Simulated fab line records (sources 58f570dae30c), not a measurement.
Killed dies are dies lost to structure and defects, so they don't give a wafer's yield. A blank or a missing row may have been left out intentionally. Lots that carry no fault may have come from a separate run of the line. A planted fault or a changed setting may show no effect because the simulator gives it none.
The tool behind it: which one? :: flow berkeley-cmos170 :: 8 lots with 24 wafers sampled at 2 steps, on a route of 331 steps

== WHAT EACH GAUGE READ, for each wafer ==
UCB170_V1_OVL_MEAS_13.
lot: L495
measured: day 9 11:52
on: overlay-01
V1_OVL (nm): -6 5 -8

lot: L497
measured: day 9 13:18
on: overlay-01
V1_OVL (nm): -11 -3 -5

lot: L500
measured: day 10 03:11
on: overlay-02
V1_OVL (nm): 4 -5 -7

lot: L507
measured: day 11 22:36
on: overlay-02
V1_OVL (nm): 0 -6 -2

lot: L509
measured: day 12 17:31
on: overlay-01
V1_OVL (nm): -6 -8 -13

lot: L510
measured: day 12 17:38
on: overlay-02
V1_OVL (nm): -8 2 -11

lot: L513
measured: day 13 23:50
on: overlay-02
V1_OVL (nm): -5 -1 -1

lot: L515
measured: day 14 17:40
on: overlay-02
V1_OVL (nm): -8 -4 -9

== EACH LOT AND THE TOOL THAT RAN IT (in order: tool; ch and the chambers of the sampled wafers; start) ==
lot: L495
UCB170_NSD_CLEAN_11: wet-bench-03 ch 3, day 8 21:12

lot: L497
UCB170_NSD_CLEAN_11: wet-bench-03 ch 3, day 9 00:48

lot: L500
UCB170_NSD_CLEAN_11: wet-bench-01 ch 0, day 9 09:43

lot: L507
UCB170_NSD_CLEAN_11: wet-bench-01 ch 2, day 11 04:50

lot: L509
UCB170_NSD_CLEAN_11: wet-bench-03 ch 0, day 11 22:23

lot: L510
UCB170_NSD_CLEAN_11: wet-bench-03 ch 1, day 11 22:50

lot: L513
UCB170_NSD_CLEAN_11: wet-bench-01 ch 3, day 13 06:36

lot: L515
UCB170_NSD_CLEAN_11: wet-bench-01 ch 3, day 14 01:59
- UCB170_NSD_CLEAN_11: cleans in SPM, time 600 s.

== THE ANSWER, worked out from the rows above alone ==
Rule: what is usual is taken from the lots themselves. The widest of any qualifying gaps counts: lots, ordered by their means at a reading, are off when they make up no more than a third of the lots, leave a main group of 4 or more, and stand apart from it by 3 or more times the standard deviation of that group's means. A main group whose means are all the same, to the digits that the tables above print for the reading, isn't used. Also off: a lot with no number at a reading for which 4 or more lots have one. The other lots that the step has rows for count as sound.
None of the lots is off at any reading shown; this tells nothing.

== WHAT THE SIMULATOR HAD INSERTED ==
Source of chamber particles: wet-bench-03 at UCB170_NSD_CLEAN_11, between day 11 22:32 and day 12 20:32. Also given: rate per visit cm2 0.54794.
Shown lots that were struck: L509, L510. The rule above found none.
